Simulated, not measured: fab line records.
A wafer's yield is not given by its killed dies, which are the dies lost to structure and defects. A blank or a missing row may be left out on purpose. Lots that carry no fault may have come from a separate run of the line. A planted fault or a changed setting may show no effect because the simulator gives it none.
What tool caused it?	flow rit-cmos	Sampling: 15 lots, 45 wafers, 2 of 202 route steps

WHAT THE GAUGES SHOWED, per wafer
RIT_NSD_OVL_MEAS_06.
lot	measured	on	NSD_OVL (nm)
L733	day 3 15:36	overlay-02	-0.2 -1.9 1.6
L735	day 3 21:22	overlay-01	1.3 1.4 -0.2
L738	day 4 14:10	overlay-02	-0.3 1.2 1.2
L739	day 4 16:24	overlay-01	0.8 1.1 0.7
L741	day 4 19:38	overlay-02	1.4 -0.1 -0.4
L740	day 4 20:53	overlay-02	-0.8 -1.0 0.7
L742	day 5 02:50	overlay-02	1.7 1.5 -0.5
L745	day 5 15:11	overlay-01	-1.6 -1.0 -1.8
L746	day 5 17:49	overlay-02	-1.0 0.5 -1.1
L747	day 5 22:49	overlay-02	3490.7 3491.4 3491.6
L748	day 6 03:44	overlay-02	3490.9 3490.5 3490.7
L750	day 6 11:38	overlay-01	3490.2 3489.7 3491.1
L751	day 6 18:46	overlay-01	2.0 -0.8 1.3
L753	day 7 06:38	overlay-02	-0.9 0.6 -0.1
L756	day 7 22:10	overlay-02	2.7 2.5 2.5

TOOL THAT RAN EACH LOT (tool first, then ch and the chambers of the sampled wafers, then the start)
lot	RIT_NSD_EXPOSE_03
L733	iline-stepper-01 ch 0, day 3 15:14
L735	iline-stepper-01 ch 0, day 3 20:55
L738	iline-stepper-01 ch 0, day 4 13:37
L739	iline-stepper-01 ch 0, day 4 16:01
L741	iline-stepper-02 ch 0, day 4 19:14
L740	iline-stepper-02 ch 0, day 4 20:23
L742	iline-stepper-02 ch 0, day 5 02:26
L745	iline-stepper-01 ch 0, day 5 14:49
L746	iline-stepper-02 ch 0, day 5 17:23
L747	iline-stepper-01 ch 0, day 5 22:25
L748	iline-stepper-01 ch 0, day 6 03:20
L750	iline-stepper-01 ch 0, day 6 11:14
L751	iline-stepper-02 ch 0, day 6 18:20
L753	iline-stepper-02 ch 0, day 7 06:14
L756	iline-stepper-02 ch 0, day 7 21:46
- RIT_NSD_EXPOSE_03: exposes mask M9, target cd 40700 nm.

AS READ BY THE TOOLS THEMSELVES (means over the sampled wafers that have a number; for cases with no such wafer, the mark the record gives instead)
The record holds no such reading with a usual standard deviation.

THE ANSWER, worked out from the rows above alone
Rule: the lots themselves supply what counts as usual. The widest of any qualifying gaps counts: lots, ordered by their means at a reading, are off when they make up no more than a third of the lots, leave a main group of 4 or more, and stand apart from it by 3 or more times the standard deviation of that group's means. A main group is skipped when, at the precision printed for the reading in the tables above, its means are all equal. A lot without any number at a reading at which 4 lots or more have one is off too. The other lots that the step has rows for count as sound. First the gauges in route order, then the tools' own readings, where a lot's mean is used as printed above. The first step at which some lot is off is used, and at that step the reading that is off furthest; a lot without a number counts as furthest.
Off: at RIT_NSD_OVL_MEAS_06 (NSD_OVL), L747, L748, L750. Mean 0.4 nm and standard deviation 0.96 in the main group.
A tool fits if, at a process step before that reading, it ran every lot that is off, and no sound lot after the first of them. Gauges at RIT_NSD_OVL_MEAS_06: tried the same way as those tools. One fits: iline-stepper-01 at RIT_NSD_EXPOSE_03. A fault onset in the window from L745 (day 5 14:49, its last sound lot) to L747 (day 5 22:25, its first lot off) fits.

WHAT THE SIMULATOR HAD PUT IN
Scanner matching overlay: iline-stepper-01, from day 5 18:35 on, at RIT_NSD_EXPOSE_03. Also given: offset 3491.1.
Struck lots among those shown: L747, L748, L750. Same finding as the rule above.
